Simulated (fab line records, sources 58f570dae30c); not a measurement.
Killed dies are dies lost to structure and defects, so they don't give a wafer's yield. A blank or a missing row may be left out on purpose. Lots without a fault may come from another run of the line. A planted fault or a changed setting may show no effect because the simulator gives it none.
Problem report in the 8D (eight disciplines) form, filled by code | flow berkeley_cmos170 | the parts of the form that need people (team, actions taken, sign-off) are left out

1. THE PROBLEM
V2_TEOS_THK at UCB170_V2_THK_MEAS_01 reads a mean of 2723 nm on 6 wafers of 2 lots; wafers without a fault read 2011 nm with a standard deviation of 35. That is +20 standard deviations from the usual mean.
First seen on wafer L749.4, day 9 23:44, on film_metro-03. The record holds 42 wafers of 14 lots with a number at this step. Rule for "out", or "out of limits": more than 4 standard deviations from the usual mean. The other wafers with a number count as sound.

2. WHAT IT IS AND WHAT IT IS NOT
question                    | is                           | is not
which readings at this step | V2_TEOS_THK                  | -
which lots                  | L749, L756                   | L743, L744, L745, L748, L751, L752, L755, L758, L759, L761, L763, L764
which wafers of those lots  | all that have a number       | -
read on which gauges        | film_metro-02, film_metro-03 | film_metro-04
when                        | from day 9 23:44             | up to then (18 sound wafers); but 18 sound wafers of L755, L758, L759, L761, L763, L764 came after

3. SUSPECTS, AND WHAT RULES EACH OUT
Counting: a tool at a process step up to the reading stays a suspect if it ran every lot that is out and no sound lot after the first of them.
- the gauge at UCB170_V2_THK_MEAS_01: ruled out. The wafers that are out were read on 2 gauges (film_metro-02, film_metro-03).
- pecvd-03 at UCB170_V2_CVD_00 (deposits SiO2 from TEOS/O2, target thk 2000 nm, time 250 s): kept. It ran every lot that is out, first L749 (day 9 23:38), and no sound lot after that; its last sound lot up to then is L752 (day 9 22:51).
Left after counting: pecvd-03 at UCB170_V2_CVD_00.

4. THE CAUSE (what the simulator had put in)
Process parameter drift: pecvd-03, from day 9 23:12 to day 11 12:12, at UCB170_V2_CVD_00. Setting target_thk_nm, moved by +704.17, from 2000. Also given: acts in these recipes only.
Counting left only this tool.

5. THE CHAIN OF EFFECTS, in route order
Each row: a reading whose mean over the struck wafers that have a number lies more than 3 standard deviations from the usual. Only readings for which the record gives a usual standard deviation are gone through. hours: the time from each lot's start at the first step in this table that gives one to its start at this step, as a median over the lots. sigmas: the change in usual standard deviations.
hours | step                  | reading     | usual   | on struck wafers | change | sigmas
0     | UCB170_V2_THK_MEAS_01 | V2_TEOS_THK | 2011 nm | 2723             | +712   | +20

6. WHAT WOULD HAVE CAUGHT IT SOONER
In this record the first reading out of limits at a measuring or inspecting step was taken at day 9 23:44, 1 hour after the fault began at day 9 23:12.
Of the tool readings at UCB170_V2_CVD_00 for which the record gives a usual standard deviation, none was out on any struck wafer, so an alarm limit of 4 standard deviations on them would not have fired.
Of the lots that are out (2), L756 began UCB170_V2_CVD_00 on pecvd-03 after day 9 23:44. A hold on the tool at that time would have spared it.
